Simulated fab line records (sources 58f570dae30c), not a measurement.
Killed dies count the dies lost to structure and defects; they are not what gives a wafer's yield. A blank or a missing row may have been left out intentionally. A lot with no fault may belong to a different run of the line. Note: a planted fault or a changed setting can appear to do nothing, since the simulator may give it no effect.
fab line records    flow berkeley-cmos170
record: lots: 14  wafers: 42  last-day: 12
route steps=331 shown SILICIDE@211
lots untouched by any fault: they come from a run of this same line in which no faults occurred
start-h: hours from the record's opening day to when the first of the lot's shown wafers began    wait-h: hours since the lot's step before    " the same as in the row above    L1.1+2: one row covering several wafers at once    - no value, or no start given    * or withheld: withheld    < > ~ a bound
route shown NAME@n: names a module that has steps shown in the file, with the first one's number in the route    usual: average and standard deviation across the fault-free wafers    same: alike in all rows    chamber/n: place in a boat    sites: readings site by site    _std_site: standard deviation across them    _edge_site: inner sites' mean taken away from outer sites' mean    radius-mm: how far each site lies from the wafer's centre    mask NAME#n: copy n    behind: tool/chamber where the wafer was last shaped    hold: why the lot was held/for how many hours/how that ended    device: whichever transistor did not switch (one of n, p or np)    end of line: the tests these same wafers got at the end of their route    a step with no rows: only its recipe    killed: at the first sort, the dies lost to defects and structure; wafer yield is something else    map: a wafer's dies, x killed, . not, _ none there
set.NAME: setting as actually run; set.NAME@STEP: the setting as run at that earlier step    model.NAME: the simulator's own value behind a step, which no gauge read
a sample of lots followed through the steps of the route, with each step as a table and each wafer as a row
services: from which hour (start-h, from the record's first day; less than 0 if before it) a tool's chamber was out of use, for how many hours, and why
== steps ==
step: UCB170_SILICIDE_SPUTTER_01
recipe: material: Ti  target-thk-nm: 30  time-s: 25  power-w: 1500  chamber-pressure-pa: 0.5
usual: cathode-dc-power-W: 1500.0/0.28  chamber-pressure-pa: 0.4999/0.00094  throttle-valve-pct: 29.9/1.2
lot.wafer  tool            chamber  start-h  wait-h  cathode-dc-power-W  chamber-pressure-pa  throttle-valve-pct
L344.1     pvd-sputter-02  -        132.23   0.0     1499.8              0.5003               30.5
L344.5     "               -        "        "       1499.8              0.5005               32.0
L344.6     "               -        "        "       1499.9              0.5004               30.7
L345.1     pvd-sputter-01  -        145.10   0.0     1500.5              0.4998               29.2
L345.2     "               -        "        "       1499.8              0.4991               29.8
L345.4     "               -        "        "       1500.4              0.4995               28.6
L346.4     pvd-sputter-01  -        155.94   0.0     1499.7              0.5010               30.0
L346.5     "               -        "        "       1500.1              0.5000               29.0
L346.6     "               -        "        "       1499.8              0.4987               29.9
L347.1     pvd-sputter-03  -        169.49   0.0     1499.8              0.4983               30.1
L347.3     "               -        "        "       1499.7              0.5001               31.6
L347.4     "               -        "        "       1500.3              0.5010               30.7
L348.2     pvd-sputter-02  -        170.06   0.0     1499.9              0.4997               30.7
L348.4     "               -        "        "       1500.3              0.5005               29.3
L348.5     "               -        "        "       1500.2              0.4998               30.6
L351.2     pvd-sputter-02  -        179.42   0.0     1499.6              0.4999               29.1
L351.5     "               -        "        "       1498.9              0.4991               29.1
L351.6     "               -        "        "       1499.9              0.4999               30.6
L354.1     pvd-sputter-01  -        187.28   0.0     1500.0              0.5012               29.8
L354.3     "               -        "        "       1500.1              0.5018               28.4
L354.4     "               -        "        "       1500.4              0.4983               28.8
L352.1     pvd-sputter-03  -        187.60   0.0     1500.1              0.5003               31.7
L352.5     "               -        "        "       1500.5              0.5012               32.0
L352.6     "               -        "        "       1499.8              0.5004               30.2
L357.1     pvd-sputter-03  -        214.79   0.0     -                   -                    -
L357.4     "               -        "        "       -                   -                    -
L357.5     "               -        "        "       -                   -                    -
L358.1     pvd-sputter-02  -        215.12   0.0     -                   -                    -
L358.5     "               -        "        "       -                   -                    -
L358.6     "               -        "        "       -                   -                    -
L363.2     pvd-sputter-03  -        228.93   0.0     1500.2              0.5017               30.2
L363.3     "               -        "        "       1500.0              0.5004               28.2
L363.5     "               -        "        "       1499.7              0.5019               28.1
L362.1     pvd-sputter-02  -        229.38   0.0     1500.2              0.4985               31.7
L362.2     "               -        "        "       1499.7              0.5009               30.7
L362.3     "               -        "        "       1499.8              0.5008               30.4
L364.3     pvd-sputter-03  -        231.67   0.0     1499.9              0.4995               28.0
L364.4     "               -        "        "       1499.6              0.5001               30.3
L364.5     "               -        "        "       1500.2              0.4998               27.7
L366.1     pvd-sputter-02  -        253.15   0.0     1499.9              0.5015               30.5
L366.4     "               -        "        "       1499.8              0.5015               32.1
L366.5     "               -        "        "       1500.0              0.5003               30.1
step: UCB170_SILICIDE_RS_MEAS_02
recipe: thk-meas-gauge: four-point-probe  reads: Ti_of_SILICIDE_SPUTTER_01
usual: SILICIDE_TI_RS: 26.1/0.46
lot.wafer  tool           chamber  start-h  wait-h  hold                      SILICIDE_TI_RS[ohm/sq]
L344.1     film-metro-01  -        132.29   0.0     -                         26.6
L344.5     "              -        "        "       -                         26.8
L344.6     "              -        "        "       -                         26.6
L345.1     film-metro-01  -        145.13   0.0     -                         25.3
L345.2     "              -        "        "       -                         26.1
L345.4     "              -        "        "       -                         25.5
L346.4     film-metro-04  -        156.03   0.1     -                         26.5
L346.5     "              -        "        "       -                         26.5
L346.6     "              -        "        "       -                         26.7
L347.1     film-metro-01  -        169.52   0.0     -                         26.8
L347.3     "              -        "        "       -                         27.0
L347.4     "              -        "        "       -                         26.7
L348.2     film-metro-01  -        170.11   0.0     -                         26.8
L348.4     "              -        "        "       -                         26.6
L348.5     "              -        "        "       -                         26.9
L351.2     film-metro-04  -        179.47   0.0     -                         25.6
L351.5     "              -        "        "       -                         25.6
L351.6     "              -        "        "       -                         26.2
L354.1     film-metro-04  -        187.31   0.0     -                         26.1
L354.3     "              -        "        "       -                         25.7
L354.4     "              -        "        "       -                         26.0
L352.1     film-metro-01  -        187.63   0.0     -                         26.7
L352.5     "              -        "        "       -                         26.7
L352.6     "              -        "        "       -                         26.3
L357.1     film-metro-01  -        214.82   0.0     await-dispo/0.2h/release  -
L357.4     "              -        "        "       await-dispo/0.2h/release  -
L357.5     "              -        "        "       await-dispo/0.2h/release  -
L357.1     film-metro-01  -        215.11   0.3     -                         -
L357.4     "              -        "        "       -                         -
L357.5     "              -        "        "       -                         -
L358.1     film-metro-01  -        215.15   0.0     await-dispo/0.2h/release  -
L358.5     "              -        "        "       await-dispo/0.2h/release  -
L358.6     "              -        "        "       await-dispo/0.2h/release  -
L358.1     film-metro-01  -        215.44   0.3     -                         -
L358.5     "              -        "        "       -                         -
L358.6     "              -        "        "       -                         -
L363.2     film-metro-01  -        228.98   0.0     -                         26.0
L363.3     "              -        "        "       -                         26.2
L363.5     "              -        "        "       -                         26.3
L362.1     film-metro-04  -        229.41   0.0     -                         25.7
L362.2     "              -        "        "       -                         25.8
L362.3     "              -        "        "       -                         25.9
L364.3     film-metro-01  -        231.74   0.1     -                         26.5
L364.4     "              -        "        "       -                         26.2
L364.5     "              -        "        "       -                         26.7
L366.1     film-metro-03  -        253.18   0.0     -                         26.0
L366.4     "              -        "        "       -                         26.0
L366.5     "              -        "        "       -                         25.9
step: UCB170_SILICIDE_THK_MEAS_03
recipe: thk-meas-gauge: xrf  reads: Ti_of_SILICIDE_SPUTTER_01
usual: SILICIDE_TI_THK: 30.0/0.42
lot.wafer  tool           chamber  start-h  wait-h  hold                      SILICIDE_TI_THK[nm]
L344.1     film-metro-01  -        132.41   0.1     -                         29.4
L344.5     "              -        "        "       -                         29.3
L344.6     "              -        "        "       -                         29.7
L345.1     film-metro-01  -        145.25   0.1     -                         31.1
L345.2     "              -        "        "       -                         30.3
L345.4     "              -        "        "       -                         30.9
L346.4     film-metro-04  -        156.12   0.1     -                         29.6
L346.5     "              -        "        "       -                         29.6
L346.6     "              -        "        "       -                         29.2
L347.1     film-metro-01  -        169.64   0.1     -                         29.5
L347.3     "              -        "        "       -                         29.4
L347.4     "              -        "        "       -                         29.6
L348.2     film-metro-01  -        170.22   0.1     -                         29.5
L348.4     "              -        "        "       -                         29.6
L348.5     "              -        "        "       -                         29.5
L351.2     film-metro-04  -        179.58   0.1     -                         30.3
L351.5     "              -        "        "       -                         30.2
L351.6     "              -        "        "       -                         29.8
L354.1     film-metro-04  -        187.43   0.1     -                         29.8
L354.3     "              -        "        "       -                         30.3
L354.4     "              -        "        "       -                         29.9
L352.1     film-metro-01  -        187.75   0.1     -                         29.5
L352.5     "              -        "        "       -                         29.6
L352.6     "              -        "        "       -                         29.9
L357.1     film-metro-01  -        216.91   1.8     await-dispo/0.2h/release  <0.0
L357.4     "              -        "        "       await-dispo/0.2h/release  <0.0
L357.5     "              -        "        "       await-dispo/0.2h/release  <0.0
L357.1     film-metro-01  -        217.13   0.2     -                         <0.0
L357.4     "              -        "        "       -                         <0.0
L357.5     "              -        "        "       -                         <0.0
L358.1     film-metro-01  -        217.67   2.2     await-dispo/0.2h/release  <0.0
L358.5     "              -        "        "       await-dispo/0.2h/release  <0.0
L358.6     "              -        "        "       await-dispo/0.2h/release  <0.0
L358.1     film-metro-01  -        217.90   0.2     -                         <0.0
L358.5     "              -        "        "       -                         <0.0
L358.6     "              -        "        "       -                         <0.0
L363.2     film-metro-01  -        229.09   0.1     -                         30.3
L363.3     "              -        "        "       -                         29.9
L363.5     "              -        "        "       -                         29.7
L362.1     film-metro-04  -        229.53   0.1     -                         30.3
L362.2     "              -        "        "       -                         30.2
L362.3     "              -        "        "       -                         29.9
L364.3     film-metro-01  -        231.84   0.1     -                         29.7
L364.4     "              -        "        "       -                         30.1
L364.5     "              -        "        "       -                         29.4
L366.1     film-metro-03  -        253.30   0.1     -                         30.1
L366.4     "              -        "        "       -                         30.0
L366.5     "              -        "        "       -                         30.1
== services ==
tool            chamber  start-h  hours  kind
pvd-sputter-02  3        204.91   -      consumable-replace:kit
pvd-sputter-02  3        204.91   18.0   scheduled-down
pvd-sputter-02  3        204.91   18.0   vent-cycle
pvd-sputter-02  -        227.81   0.5    repair
pvd-sputter-02  -        238.71   12.8   repair
== key ==
first-sign: step: UCB170_SILICIDE_SPUTTER_01  reading: tool-record  direction: missing
effect: step: UCB170_SILICIDE_RS_MEAS_02  reading: visit  direction: added
effect: step: UCB170_SILICIDE_THK_MEAS_03  reading: visit  direction: added
effect: step: UCB170_SILICIDE_THK_MEAS_03  reading: SILICIDE_TI_THK  direction: down  sigmas: 71  usual: 30.0  struck: <0.0
met-at UCB170_SILICIDE_SPUTTER_01
struck-lots L357,L358
scrapped-behind UCB170_SILICIDE_THK_MEAS_03 L357.1,L357.4,L357.5,L358.1,L358.5,L358.6
onset-between 187.60 214.79
fault: kind: skipped-step-whole  tool: pvd-sputter-02,pvd-sputter-03  chamber: -  onset-h: 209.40  steps: UCB170_SILICIDE_SPUTTER_01  scope: struck-lots-only
